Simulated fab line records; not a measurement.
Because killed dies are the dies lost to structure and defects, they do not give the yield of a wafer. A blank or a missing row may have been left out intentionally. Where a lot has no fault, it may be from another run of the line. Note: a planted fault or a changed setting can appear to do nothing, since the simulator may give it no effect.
Problem report in the 8D (eight disciplines) form, filled by code    flow berkeley_cmos170    the parts of the form that need people (team, actions taken, sign-off) are left out

1. PROBLEM STATEMENT
cd_nm at UCB170_V1_CD_MEAS_90 reads a mean of 707.9 nm on 2 wafers of 2 lots; wafers without a fault read 700.5 nm with a standard deviation of 1.3. That is +5.7 standard deviations from the usual mean.
The step: target cd 700 nm.
Earliest sighting: wafer L414.3 on cd_sem-02 at day 10 15:06. The record holds 42 wafers of 14 lots with a number at this step. By rule, "out" or "out of limits" means more than 4 standard deviations away from the usual mean. The other wafers with a number count as sound.

2. WHAT IT IS; WHAT IT IS NOT
question                     is                    is not
which readings at this step  cd_nm                 -
which lots                   L414, L416            L401, L402, L404, L405, L406, L410, L412, L417, L419, L420, L422, L423
which wafers of those lots   L414.3, L416.3        L414.1, L414.2, L416.1, L416.2
read on which gauges         cd_sem-01, cd_sem-02  -
when                         from day 10 15:06     up to then (23 sound wafers); but 17 sound wafers of L416, L417, L419, L420, L422, L423 came after

3. WHAT RULES OUT EACH SUSPECT
Counting: a tool at a process step up to the reading stays a suspect if it ran every lot that is out. Sound lots after the first of them don't rule it out here, since some wafers of a struck lot are sound.
- the gauge at UCB170_V1_CD_MEAS_90 is ruled out. The wafers that are out were read on 2 gauges (cd_sem-01, cd_sem-02).
- rie_diel-04 at UCB170_V1_ETCH_14 (etches SiO2 in CHF3/CF4/Ar, stops on Al, target depth 1250 nm, time 291 s): kept. It processed each lot that is out (first: L414, day 10 14:49); up to then, its last sound lot is L412 (day 10 08:44). Its own rf_fwd_power_W readings are out on those wafers.
- rie_diel-04, UCB170_V1_ETCH_14: wafers that are out in chamber 0, sound lot-mates in chambers 1, 2, 3.
After counting, what remains is rie_diel-04 at UCB170_V1_ETCH_14.

4. THE CAUSE (what the simulator had put in)
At UCB170_V1_ETCH_14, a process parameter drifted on rie_diel-04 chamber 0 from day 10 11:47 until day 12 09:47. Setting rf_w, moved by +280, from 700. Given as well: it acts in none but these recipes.
This tool alone remained once counting was done.

5. THE CHAIN OF EFFECTS, in route order
Each row: a reading where the mean over the struck wafers with a number is more than 3 standard deviations away from the usual. Scope: only readings with a usual standard deviation given in the record; hours: median across lots of the time from each lot's start at the first step in this table that gives one to its start at this step; sigmas: change in usual standard deviations.
hours  step                  reading                   usual     on struck wafers  change  sigmas
0      UCB170_V1_ETCH_14     rf_fwd_power_W            698.3 W   974.5             +276.2  +99 or more
0      UCB170_V1_STRIP_15    strip_time_to_endpoint_s  15.32 s   14.13             -1.19   -13
0      UCB170_V1_CD_MEAS_90  cd_nm                     700.5 nm  707.9             +7.4    +5.7
It contains these process steps:
- UCB170_V1_ETCH_14: etches SiO2 in CHF3/CF4/Ar, stops on Al, target depth 1250 nm, time 291 s.
- UCB170_V1_STRIP_15: strips in O2.

6. WHAT WOULD HAVE CAUGHT IT SOONER
In this record the first reading out of limits at a measuring or inspecting step was taken at day 10 15:06, 3 hours after the fault began at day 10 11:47.
The tool's own readings at UCB170_V1_ETCH_14 were out on every struck wafer that the step has a row for (rf_fwd_power_W): an alarm limit on them would have fired on the first of those.
Lots out: 2; of these, L416 started UCB170_V1_ETCH_14 on rie_diel-04 after day 10 15:06. It would have been spared by a hold on the tool at that moment.
